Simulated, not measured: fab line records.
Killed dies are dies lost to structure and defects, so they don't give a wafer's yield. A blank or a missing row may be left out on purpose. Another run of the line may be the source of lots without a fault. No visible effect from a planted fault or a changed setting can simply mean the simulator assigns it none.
fab line records ; flow berkeley_cmos170
record: lots: 13; wafers: 39; last_day: 12
route steps=331 shown SILICIDE@212 M1@251 V2@305 M3@310
lots that met no fault: from a run of the same line without faults
start_h: hours from the record's opening day to when the first of the lot's shown wafers began ; wait_h: how many hours have passed since the lot's step before this one ; " the same as in the row above ; L1.1+2: a row that stands for several wafers ; - no value, or no start given ; * or withheld: withheld ; < > ~ a bound
route shown NAME@n: names a module that has steps shown in the file, with the first one's number in the route ; usual: the fault-free wafers' mean and standard deviation ; same: alike in all rows ; chamber/n: place in a boat ; sites: readings site by site ; _std_site: standard deviation across them ; _edge_site: mean of outer sites minus mean of inner sites ; radius_mm: for every site, how far away it sits from the centre of the wafer ; mask NAME#n: copy n ; behind: tool/chamber where the wafer was last shaped ; hold: why the lot went on hold/how many hours it stayed there/how the hold came to an end ; device: which transistor (n, p or np) failed to switch ; end of line: tests run on the same wafers once the route is complete ; a step without rows: its recipe alone ; killed: not the wafer's yield, but the dies lost to structure and defects at the first sort ; map: a wafer's dies, marking killed ones x, the rest . and places with no die _
set.NAME: setting as actually run; set.NAME@STEP: the setting as run at that earlier step ; model.NAME: the simulator's own value behind a step, which no gauge read
one table for each step of the route and one row for each wafer, over a sample of lots
services: when a tool's chamber went out of use (start_h, in hours from the record's first day, below 0 if earlier), for how many hours, and the reason
== steps ==
step: UCB170_SILICIDE_RS_MEAS_02
recipe: thk_meas_gauge: four-point-probe; reads: Ti_of_SILICIDE_SPUTTER_01
usual: SILICIDE_TI_RS: 25.9/0.33
lot.wafer;tool;chamber;start_h;wait_h;SILICIDE_TI_RS[ohm/sq]
L532.1;film_metro-01;-;150.46;0.0;25.8
L532.2;film_metro-01;-;150.46;0.0;26.0
L532.3;film_metro-01;-;150.46;0.0;25.9
L531.1;film_metro-02;-;150.67;0.0;26.0
L531.2;film_metro-02;-;150.67;0.0;26.1
L531.4;film_metro-02;-;150.67;0.0;25.9
L535.1;film_metro-04;-;157.47;0.0;26.0
L535.3;film_metro-04;-;157.47;0.0;25.5
L535.5;film_metro-04;-;157.47;0.0;25.8
L533.2;film_metro-01;-;157.49;0.0;25.7
L533.5;film_metro-01;-;157.49;0.0;25.7
L533.6;film_metro-01;-;157.49;0.0;25.9
L534.1;film_metro-04;-;157.78;0.0;25.9
L534.2;film_metro-04;-;157.78;0.0;26.2
L534.4;film_metro-04;-;157.78;0.0;25.9
L537.1;film_metro-04;-;159.64;0.0;26.0
L537.4;film_metro-04;-;159.64;0.0;26.1
L537.5;film_metro-04;-;159.64;0.0;25.8
L538.2;film_metro-04;-;177.54;0.0;25.4
L538.3;film_metro-04;-;177.54;0.0;25.5
L538.6;film_metro-04;-;177.54;0.0;25.4
L545.1;film_metro-01;-;201.93;0.0;25.2
L545.2;film_metro-01;-;201.93;0.0;25.6
L545.6;film_metro-01;-;201.93;0.0;25.3
L542.2;film_metro-04;-;211.43;0.0;26.1
L542.4;film_metro-04;-;211.43;0.0;25.8
L542.5;film_metro-04;-;211.43;0.0;26.1
L549.2;film_metro-02;-;230.19;0.0;25.6
L549.4;film_metro-02;-;230.19;0.0;25.7
L549.6;film_metro-02;-;230.19;0.0;25.8
L550.2;film_metro-01;-;242.53;0.0;26.2
L550.4;film_metro-01;-;242.53;0.0;26.5
L550.5;film_metro-01;-;242.53;0.0;26.6
L551.3;film_metro-04;-;255.78;0.1;25.8
L551.4;film_metro-04;-;255.78;0.1;26.0
L551.5;film_metro-04;-;255.78;0.1;25.8
L552.3;film_metro-04;-;256.04;0.1;25.9
L552.4;film_metro-04;-;256.04;0.1;25.9
L552.5;film_metro-04;-;256.04;0.1;26.1
step: UCB170_M1_STRIP_13
recipe: chemistry: O2; power_w: 400; pressure_mtorr: 3500; platen_temp_c: withheld; o2_flow_sccm: 400; overash_fraction: 0.5
usual: drypump_motor_current_A: 5.5/0.5; o2_flow_sccm: 400.0/1.3; oes_product_au: 0.720/0.0047
lot.wafer;tool;chamber;start_h;wait_h;drypump_motor_current_A;o2_flow_sccm;oes_product_au;rf_hours_counter_h
L532.1;plasma_asher-03;0;158.13;0.1;5.1;401.1;0.721;44
L532.2;plasma_asher-03;1;158.13;0.1;4.8;401.8;0.719;44
L532.3;plasma_asher-03;0;158.13;0.1;5.1;400.7;0.718;-
L531.1;plasma_asher-01;1;160.72;0.1;6.0;401.0;0.724;6
L531.2;plasma_asher-01;0;160.72;0.1;5.9;403.2;0.714;6
L531.4;plasma_asher-01;0;160.72;0.1;5.9;401.7;0.720;-
L533.2;plasma_asher-02;1;164.67;0.2;6.0;401.7;0.720;46
L533.5;plasma_asher-02;0;164.67;0.2;5.7;400.2;0.727;-
L533.6;plasma_asher-02;1;164.67;0.2;6.0;401.4;0.710;-
L535.1;plasma_asher-03;0;164.83;0.1;5.1;399.0;0.721;44
L535.3;plasma_asher-03;1;164.83;0.1;4.8;400.0;0.722;-
L535.5;plasma_asher-03;1;164.83;0.1;4.8;397.8;0.725;-
L534.1;plasma_asher-01;1;165.45;0.1;6.0;400.8;0.718;6
L534.2;plasma_asher-01;0;165.45;0.1;5.8;399.5;0.713;6
L534.4;plasma_asher-01;1;165.45;0.1;6.0;400.1;0.726;-
L537.1;plasma_asher-01;0;166.42;0.1;5.9;403.1;0.717;7
L537.4;plasma_asher-01;0;166.42;0.1;5.9;400.0;0.719;-
L537.5;plasma_asher-01;1;166.42;0.1;6.0;399.4;0.725;-
L538.2;plasma_asher-03;1;184.50;0.1;4.8;401.0;0.724;47
L538.3;plasma_asher-03;0;184.50;0.1;5.1;399.6;0.730;-
L538.6;plasma_asher-03;0;184.50;0.1;5.1;400.6;0.720;-
L545.1;plasma_asher-01;0;209.56;0.1;5.9;399.9;0.727;11
L545.2;plasma_asher-01;1;209.56;0.1;6.0;399.1;0.718;11
L545.6;plasma_asher-01;1;209.56;0.1;6.0;400.6;0.727;-
L542.2;plasma_asher-02;0;220.91;0.1;5.7;400.2;0.723;51
L542.4;plasma_asher-02;0;220.91;0.1;5.7;398.8;0.719;-
L542.5;plasma_asher-02;1;220.91;0.1;6.0;402.3;0.721;-
L549.2;plasma_asher-03;0;240.37;0.1;5.1;400.6;0.723;53
L549.4;plasma_asher-03;0;240.37;0.1;5.1;401.5;0.721;-
L549.6;plasma_asher-03;1;240.37;0.1;4.8;396.2;0.722;-
L550.2;plasma_asher-03;1;249.61;0.1;4.8;399.9;0.728;54
L550.4;plasma_asher-03;0;249.61;0.1;5.1;398.1;0.711;-
L550.5;plasma_asher-03;0;249.61;0.1;5.1;399.2;0.722;-
L551.3;plasma_asher-01;0;263.34;0.1;5.8;399.6;0.726;-
L551.4;plasma_asher-01;1;263.34;0.1;6.0;398.8;0.719;-
L551.5;plasma_asher-01;0;263.34;0.1;5.9;401.6;0.724;-
L552.3;plasma_asher-03;1;265.58;0.1;4.8;400.5;0.715;-
L552.4;plasma_asher-03;0;265.58;0.1;5.1;401.1;0.723;-
L552.5;plasma_asher-03;0;265.58;0.1;5.1;401.2;0.717;-
step: UCB170_V2_OVL_MEAS_13
usual: V2_OVL: 1/5.6
lot.wafer;tool;chamber;start_h;wait_h;V2_OVL[nm]
L532.1;overlay-02;-;168.19;0.1;9
L532.2;overlay-02;-;168.19;0.1;4
L532.3;overlay-02;-;168.19;0.1;8
L531.1;overlay-02;-;171.31;0.1;-3
L531.2;overlay-02;-;171.31;0.1;-3
L531.4;overlay-02;-;171.31;0.1;5
L533.2;overlay-01;-;178.89;0.1;4
L533.5;overlay-01;-;178.89;0.1;1
L533.6;overlay-01;-;178.89;0.1;11
L535.1;overlay-02;-;179.62;0.1;3
L535.3;overlay-02;-;179.62;0.1;3
L535.5;overlay-02;-;179.62;0.1;1
L537.1;overlay-01;-;179.85;0.1;6
L537.4;overlay-01;-;179.85;0.1;19
L537.5;overlay-01;-;179.85;0.1;12
L534.1;overlay-01;-;180.10;0.1;1
L534.2;overlay-01;-;180.10;0.1;-1
L534.4;overlay-01;-;180.10;0.1;4
L538.2;overlay-02;-;198.59;0.1;-5
L538.3;overlay-02;-;198.59;0.1;-1
L538.6;overlay-02;-;198.59;0.1;-5
L545.1;overlay-02;-;222.50;0.1;1
L545.2;overlay-02;-;222.50;0.1;0
L545.6;overlay-02;-;222.50;0.1;-9
L542.2;overlay-01;-;240.02;0.1;4
L542.4;overlay-01;-;240.02;0.1;13
L542.5;overlay-01;-;240.02;0.1;9
L549.2;overlay-02;-;253.52;0.1;0
L549.4;overlay-02;-;253.52;0.1;-2
L549.6;overlay-02;-;253.52;0.1;1
L550.2;overlay-01;-;262.41;0.1;11
L550.4;overlay-01;-;262.41;0.1;12
L550.5;overlay-01;-;262.41;0.1;4
L551.3;overlay-02;-;275.68;0.1;1
L551.4;overlay-02;-;275.68;0.1;13
L551.5;overlay-02;-;275.68;0.1;2
L552.3;overlay-02;-;278.76;0.1;-1
L552.4;overlay-02;-;278.76;0.1;4
L552.5;overlay-02;-;278.76;0.1;-5
step: UCB170_M3_SPUTTER_01
recipe: material: Al; target_thk_nm: 900; time_s: 120; power_w: 6000; chamber_pressure_pa: 0.5
usual: throttle_valve_pct: 30.3/1
lot.wafer;tool;chamber;start_h;wait_h;throttle_valve_pct
L532.1;pvd_sputter-02;-;168.78;0.0;30.1
L532.2;pvd_sputter-02;-;168.78;0.0;29.0
L532.3;pvd_sputter-02;-;168.78;0.0;29.8
L531.1;pvd_sputter-01;-;171.81;0.0;30.9
L531.2;pvd_sputter-01;-;171.81;0.0;31.6
L531.4;pvd_sputter-01;-;171.81;0.0;29.9
L533.2;pvd_sputter-02;-;179.39;0.0;30.1
L533.5;pvd_sputter-02;-;179.39;0.0;29.1
L533.6;pvd_sputter-02;-;179.39;0.0;30.2
L535.1;pvd_sputter-01;-;180.12;0.0;31.3
L535.3;pvd_sputter-01;-;180.12;0.0;31.2
L535.5;pvd_sputter-01;-;180.12;0.0;31.1
L537.1;pvd_sputter-02;-;180.36;0.0;30.0
L537.4;pvd_sputter-02;-;180.36;0.0;29.1
L537.5;pvd_sputter-02;-;180.36;0.0;28.9
L534.1;pvd_sputter-04;-;180.60;0.0;30.2
L534.2;pvd_sputter-04;-;180.60;0.0;30.1
L534.4;pvd_sputter-04;-;180.60;0.0;31.1
L538.2;pvd_sputter-01;-;199.08;0.0;31.8
L538.3;pvd_sputter-01;-;199.08;0.0;31.1
L538.6;pvd_sputter-01;-;199.08;0.0;31.9
L545.1;pvd_sputter-04;-;223.01;0.0;30.1
L545.2;pvd_sputter-04;-;223.01;0.0;29.9
L545.6;pvd_sputter-04;-;223.01;0.0;28.8
L542.2;pvd_sputter-01;-;240.52;0.0;30.2
L542.4;pvd_sputter-01;-;240.52;0.0;31.4
L542.5;pvd_sputter-01;-;240.52;0.0;31.9
L549.2;pvd_sputter-04;-;254.06;0.0;31.5
L549.4;pvd_sputter-04;-;254.06;0.0;28.8
L549.6;pvd_sputter-04;-;254.06;0.0;30.2
L550.2;pvd_sputter-04;-;262.90;0.0;29.9
L550.4;pvd_sputter-04;-;262.90;0.0;28.9
L550.5;pvd_sputter-04;-;262.90;0.0;31.7
L551.3;pvd_sputter-04;-;276.17;0.0;31.1
L551.4;pvd_sputter-04;-;276.17;0.0;30.1
L551.5;pvd_sputter-04;-;276.17;0.0;31.3
L552.3;pvd_sputter-02;-;279.42;0.0;29.6
L552.4;pvd_sputter-02;-;279.42;0.0;30.0
L552.5;pvd_sputter-02;-;279.42;0.0;29.8
step: UCB170_M3_RS_MEAS_02
recipe: thk_meas_gauge: four-point-probe; reads: Al_of_M3_SPUTTER_01
usual: M3_AL_RS: 0.0323/0.00036
lot.wafer;tool;chamber;start_h;wait_h;M3_AL_RS[ohm/sq]
L532.1;film_metro-01;-;168.86;0.0;0.0317
L532.2;film_metro-01;-;168.86;0.0;0.0312
L532.3;film_metro-01;-;168.86;0.0;0.0317
L531.1;film_metro-03;-;171.89;0.0;0.0317
L531.2;film_metro-03;-;171.89;0.0;0.0322
L531.4;film_metro-03;-;171.89;0.0;0.0321
L533.2;film_metro-03;-;179.51;0.1;0.0320
L533.5;film_metro-03;-;179.51;0.1;0.0321
L533.6;film_metro-03;-;179.51;0.1;0.0322
L535.1;film_metro-01;-;180.21;0.0;0.0320
L535.3;film_metro-01;-;180.21;0.0;0.0317
L535.5;film_metro-01;-;180.21;0.0;0.0317
L537.1;film_metro-03;-;180.44;0.0;0.0324
L537.4;film_metro-03;-;180.44;0.0;0.0321
L537.5;film_metro-03;-;180.44;0.0;0.0326
L534.1;film_metro-02;-;180.68;0.0;0.0323
L534.2;film_metro-02;-;180.68;0.0;0.0322
L534.4;film_metro-02;-;180.68;0.0;0.0325
L538.2;film_metro-01;-;199.19;0.1;0.0329
L538.3;film_metro-01;-;199.19;0.1;0.0325
L538.6;film_metro-01;-;199.19;0.1;0.0333
L545.1;film_metro-03;-;223.09;0.0;0.0319
L545.2;film_metro-03;-;223.09;0.0;0.0327
L545.6;film_metro-03;-;223.09;0.0;0.0325
L542.2;film_metro-01;-;240.62;0.1;0.0325
L542.4;film_metro-01;-;240.62;0.1;0.0326
L542.5;film_metro-01;-;240.62;0.1;0.0228
L549.2;film_metro-02;-;254.17;0.1;0.0327
L549.4;film_metro-02;-;254.17;0.1;0.0326
L549.6;film_metro-02;-;254.17;0.1;0.0321
L550.2;film_metro-01;-;263.01;0.1;0.0318
L550.4;film_metro-01;-;263.01;0.1;0.0324
L550.5;film_metro-01;-;263.01;0.1;0.0323
L551.3;film_metro-02;-;276.39;0.2;0.0324
L551.4;film_metro-02;-;276.39;0.2;0.0325
L551.5;film_metro-02;-;276.39;0.2;0.0322
L552.3;film_metro-02;-;279.54;0.1;0.0321
L552.4;film_metro-02;-;279.54;0.1;0.0320
L552.5;film_metro-02;-;279.54;0.1;0.0321
step: UCB170_M3_THK_MEAS_03
recipe: thk_meas_gauge: xrf; reads: Al_of_M3_SPUTTER_01
usual: M3_AL_THK: 896/11
lot.wafer;tool;chamber;start_h;wait_h;M3_AL_THK[nm]
L532.1;film_metro-01;-;168.98;0.1;912
L532.2;film_metro-01;-;168.98;0.1;931
L532.3;film_metro-01;-;168.98;0.1;916
L531.1;film_metro-03;-;172.01;0.1;911
L531.2;film_metro-03;-;172.01;0.1;892
L531.4;film_metro-03;-;172.01;0.1;901
L533.2;film_metro-03;-;179.62;0.1;895
L533.5;film_metro-03;-;179.62;0.1;904
L533.6;film_metro-03;-;179.62;0.1;897
L535.1;film_metro-01;-;180.33;0.1;901
L535.3;film_metro-01;-;180.33;0.1;910
L535.5;film_metro-01;-;180.33;0.1;913
L537.1;film_metro-03;-;180.56;0.1;894
L537.4;film_metro-03;-;180.56;0.1;902
L537.5;film_metro-03;-;180.56;0.1;887
L534.1;film_metro-02;-;180.80;0.1;892
L534.2;film_metro-02;-;180.80;0.1;900
L534.4;film_metro-02;-;180.80;0.1;892
L538.2;film_metro-01;-;199.30;0.1;880
L538.3;film_metro-01;-;199.30;0.1;890
L538.6;film_metro-01;-;199.30;0.1;867
L545.1;film_metro-03;-;223.21;0.1;903
L545.2;film_metro-03;-;223.21;0.1;884
L545.6;film_metro-03;-;223.21;0.1;891
L542.2;film_metro-01;-;240.73;0.1;889
L542.4;film_metro-01;-;240.73;0.1;893
L542.5;film_metro-01;-;240.73;0.1;1262
L549.2;film_metro-02;-;254.28;0.1;880
L549.4;film_metro-02;-;254.28;0.1;881
L549.6;film_metro-02;-;254.28;0.1;902
L550.2;film_metro-01;-;263.12;0.1;914
L550.4;film_metro-01;-;263.12;0.1;893
L550.5;film_metro-01;-;263.12;0.1;903
L551.3;film_metro-02;-;276.49;0.1;889
L551.4;film_metro-02;-;276.49;0.1;895
L551.5;film_metro-02;-;276.49;0.1;895
L552.3;film_metro-02;-;279.64;0.1;897
L552.4;film_metro-02;-;279.64;0.1;902
L552.5;film_metro-02;-;279.64;0.1;897
step: UCB170_M3_METAL_ETCH_18
recipe: chemistry: Cl2/BCl3; target: Al; stop_on: SiO2; pressure_mtorr: 12; target_depth_a: 11700; over_etch_frac: 0.3; time_s: 198.8; icp_w: 600; bias_w: 120; Cl2_flow_sccm: 90; bcl3_flow_sccm: 45
usual: drypump_motor_current_A: 5.7/0.34; oes_product_au: 0.849/0.015; throttle_valve_pct: 24.35/0.22
lot.wafer;tool;chamber;start_h;wait_h;drypump_motor_current_A;oes_product_au;rf_hours_counter_h;throttle_valve_pct
L532.1;rie_metal-02;0;170.98;-;6.0;0.843;20;24.10
L532.2;rie_metal-02;1;170.98;-;5.4;0.865;8;24.68
L532.3;rie_metal-02;0;170.98;-;6.1;0.847;-;24.12
L531.1;rie_metal-04;1;177.02;-;5.2;0.871;13;24.48
L531.2;rie_metal-04;0;177.02;-;5.3;0.883;9;24.41
L531.4;rie_metal-04;0;177.02;-;5.3;0.882;-;24.40
L533.2;rie_metal-03;1;181.73;-;6.0;0.841;10;24.30
L533.5;rie_metal-03;1;181.73;-;6.0;0.834;-;24.32
L533.6;rie_metal-03;0;181.73;-;5.7;0.852;-;24.00
L535.1;rie_metal-02;1;182.73;-;5.4;0.857;9;24.69
L535.3;rie_metal-02;1;182.73;-;5.4;0.843;-;24.69
L535.5;rie_metal-02;1;182.73;-;5.4;0.853;-;24.68
L537.1;rie_metal-03;0;182.97;-;5.7;0.856;5;23.99
L537.4;rie_metal-03;1;182.97;-;6.0;0.833;-;24.30
L537.5;rie_metal-03;0;182.97;-;5.7;0.854;-;24.00
L534.1;rie_metal-04;1;183.18;-;5.3;0.852;13;24.50
L534.2;rie_metal-04;0;183.18;-;5.3;0.869;9;24.41
L534.4;rie_metal-04;1;183.18;-;5.3;0.847;-;24.47
L538.2;rie_metal-03;1;202.01;-;6.0;0.829;11;24.30
L538.3;rie_metal-03;0;202.01;-;5.7;0.861;-;23.98
L538.6;rie_metal-03;0;202.01;-;5.7;0.847;-;24.02
L545.1;rie_metal-02;1;225.60;-;5.4;0.850;10;24.68
L545.2;rie_metal-02;0;225.60;-;6.1;0.839;0;24.28
L545.6;rie_metal-02;0;225.60;-;6.1;0.837;-;24.30
L542.2;rie_metal-04;0;244.79;-;5.3;0.868;11;24.42
L542.4;rie_metal-04;1;244.79;-;5.3;0.851;-;24.47
L542.5;rie_metal-04;1;244.79;-;5.3;0.991;-;24.42
L549.2;rie_metal-03;0;256.22;-;5.7;0.849;7;24.00
L549.4;rie_metal-03;0;256.22;-;5.7;0.850;-;24.01
L549.6;rie_metal-03;0;256.22;-;5.8;0.852;-;24.00
L550.2;rie_metal-02;0;266.80;-;6.0;0.839;2;24.27
L550.4;rie_metal-02;0;266.80;-;6.1;0.837;-;24.29
L550.5;rie_metal-02;1;266.80;-;5.4;0.838;-;24.69
L551.3;rie_metal-02;1;278.69;-;5.4;0.834;-;24.68
L551.4;rie_metal-02;0;278.69;-;6.0;0.842;-;24.27
L551.5;rie_metal-02;1;278.69;-;5.4;0.840;-;24.69
L552.3;rie_metal-04;0;282.39;-;5.3;0.882;-;24.41
L552.4;rie_metal-04;1;282.39;-;5.2;0.849;-;24.48
L552.5;rie_metal-04;1;282.39;-;5.3;0.854;-;24.49
== services ==
tool;chamber;start_h;hours;kind
plasma_asher-03;-;137.25;7.3;repair
plasma_asher-03;-;143.63;2.7;repair
rie_metal-03;-;147.10;0.5;repair
rie_metal-03;0;163.39;2.5;repair
rie_metal-03;-;175.30;2.7;repair
plasma_asher-02;-;177.31;14.6;pm
plasma_asher-01;-;181.24;4.2;repair
rie_metal-02;0;190.24;-;clean
rie_metal-02;0;190.24;18.0;scheduled_down
rie_metal-02;0;190.24;18.0;vent_cycle
plasma_asher-03;-;193.10;0.9;repair
plasma_asher-01;-;214.13;1.8;repair
plasma_asher-02;-;228.35;25.9;pm
rie_metal-02;-;254.19;2.8;pm
== key ==
first_sign: step: UCB170_M3_RS_MEAS_02; reading: M3_AL_RS; direction: down; sigmas: 26; usual: 0.0323; struck: 0.0228
effect: step: UCB170_M3_THK_MEAS_03; reading: M3_AL_THK; direction: up; sigmas: 34; usual: 896; struck: 1262
effect: step: UCB170_M3_METAL_ETCH_18; reading: oes_product_au; direction: up; sigmas: 9.4; usual: 0.849; struck: 0.991
met_at UCB170_M3_SPUTTER_01
struck_lots L542
struck_wafers L542.5
later_rows_left_out L542.5
sort_left_out L542.5
not_acting_at UCB170_SILICIDE_RS_MEAS_02,UCB170_M1_STRIP_13,UCB170_V2_OVL_MEAS_13
onset_between 199.08 240.52
fault: kind: process_parameter_drift; tool: pvd_sputter-01; chamber: -; onset_h: 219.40; steps: UCB170_M3_SPUTTER_01; channel: target_thk_nm; offset: 373.66; shape: step; end_h: 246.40; acts_in: these_recipes_only; stated: 900; scope: struck_wafers_only
sort_left_out: the simulated sort isn't trusted on such a fault, so these wafers' sort isn't shown, and their yield isn't known
later_rows_left_out: the simulator's readings of these wafers behind a module that went badly wrong aren't trusted and aren't shown, but for the sort
